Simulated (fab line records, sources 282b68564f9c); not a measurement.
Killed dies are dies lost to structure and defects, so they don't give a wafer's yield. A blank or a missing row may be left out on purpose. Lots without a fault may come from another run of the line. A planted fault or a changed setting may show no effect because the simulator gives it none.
Split-lot experiment | flow rit_cmos | 5 lots, 23 wafers read, on a route of 202 steps

THE SPLIT
At RIT_PWELL_IMPLANT_08, the setting dose_cm2 was moved away from the recipe's 7e+13 on 7 of the 23 wafers read, by -6.9% to -3.8%. The other wafers ran this setting at the recipe's value.

FROM THE SPLIT TO THE READING: what the file shows between them, 3 steps
- RIT_PWELL_STRIP_09: strips in O2, time 180 s
- RIT_PWELL_TW_MEAS_10
- RIT_WELLDRIVE_ANNEAL_00: time 14700 s

THE READING
PWELL_RS, in ohm/sq, at RIT_WELLDRIVE_RS_MEAS_02 (measures by four-point-probe). Fault-free wafers of this fab line usually give 429.4 ohm/sq, standard deviation 1.3 ohm/sq.

wafer  | tool, chamber at the split | dose_cm2 as run | against the recipe | PWELL_RS, ohm/sq | against lot-mates on the recipe
L080.2 | implanter-01, 0            | 7e+13           | recipe             | 430.2            | -
L080.3 | implanter-01, 0            | 7e+13           | recipe             | 429.9            | -
L080.4 | implanter-01, 0            | 7e+13           | recipe             | 430.2            | -
L080.5 | implanter-01, 0            | 6.533e+13       | -6.7%              | 449.3            | +19.2
L080.6 | implanter-01, 0            | 6.533e+13       | -6.7%              | 449.5            | +19.4
L081.1 | implanter-01, 0            | 7e+13           | recipe             | 431.8            | -
L081.2 | implanter-01, 0            | 7e+13           | recipe             | 430.8            | -
L081.3 | implanter-01, 0            | 7e+13           | recipe             | 432.3            | -
L081.5 | implanter-01, 0            | 7e+13           | recipe             | 432.7            | -
L081.6 | implanter-01, 0            | 7e+13           | recipe             | 432.2            | -
L082.1 | implanter-01, 0            | 6.735e+13       | -3.8%              | 440.9            | +11.0
L082.3 | implanter-01, 0            | 6.735e+13       | -3.8%              | 439.2            | +9.3
L082.4 | implanter-01, 0            | 6.735e+13       | -3.8%              | 439.7            | +9.8
L082.5 | implanter-01, 0            | 7e+13           | recipe             | 430.3            | -
L082.6 | implanter-01, 0            | 7e+13           | recipe             | 429.5            | -
L083.1 | implanter-04, 0            | 7e+13           | recipe             | 431.4            | -
L083.3 | implanter-04, 0            | 7e+13           | recipe             | 431.0            | -
L083.5 | implanter-04, 0            | 7e+13           | recipe             | 430.3            | -
L085.1 | implanter-03, 0            | 6.517e+13       | -6.9%              | 447.9            | +19.2
L085.2 | implanter-03, 0            | 7e+13           | recipe             | 429.2            | -
L085.3 | implanter-03, 0            | 6.517e+13       | -6.9%              | 448.8            | +20.1
L085.5 | implanter-03, 0            | 7e+13           | recipe             | 428.1            | -
L085.6 | implanter-03, 0            | 7e+13           | recipe             | 428.9            | -

THE FIT
A straight line over all 23 wafers: PWELL_RS changes by -2.67 ohm/sq for each +1% of dose_cm2; r = -0.99; the points scatter about the line by 1.2 ohm/sq.
The same after taking each lot's own level away (the mean of its wafers on the recipe; 23 wafers): -2.84 ohm/sq for each +1%; r = -1.00; scatter 0.59 ohm/sq.
On that fit, the largest move of dose_cm2 shifts the reading by 20 ohm/sq.
The lots' own levels span 428.73 to 431.96 ohm/sq, that is 2.5 times the standard deviation above.
So the lot-to-lot level changes the slope little: the two slopes agree.
Check: with one of the wafers moved furthest among these (-6.9%) left out of the fit, the line predicts +19.6 ohm/sq for it against its lot-mates. It came out at +19.2 ohm/sq against them.

OTHER SPLITS ON THESE WAFERS
These wafers also went through other splits before the reading. Each is held against what the fit with the lots' levels taken away leaves over:
other split on the same wafers     | wafers away from the commonest value | r with PWELL_RS (lot level and that fit taken away)
RIT_ACTIVE_OXIDATION_01 ox_time_s  | 10                                   | -0.22
RIT_ACTIVE_COAT_06 resist_thk_nm   | 7                                    | -0.01
RIT_ACTIVE_STRIP_14 pressure_mtorr | 18                                   | -0.29
RIT_PWELL_COAT_01 resist_thk_nm    | 10                                   | +0.24

THE WHOLE CHAIN: every reading that the file lists as answering this split, in the file's order
step                     | what it does                 | reading  | change (the file's fit)           | r (the file's)
RIT_PWELL_TW_MEAS_10     |                              | PWELL_TW | +2.91 for each +1% of the setting | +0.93
RIT_WELLDRIVE_RS_MEAS_02 | measures by four-point-probe | PWELL_RS | -2.84 for each +1% of the setting | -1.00

THE FILE'S OWN FIT
PWELL_RS changes by -2.84 ohm/sq for each +1% of dose_cm2, r = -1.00.
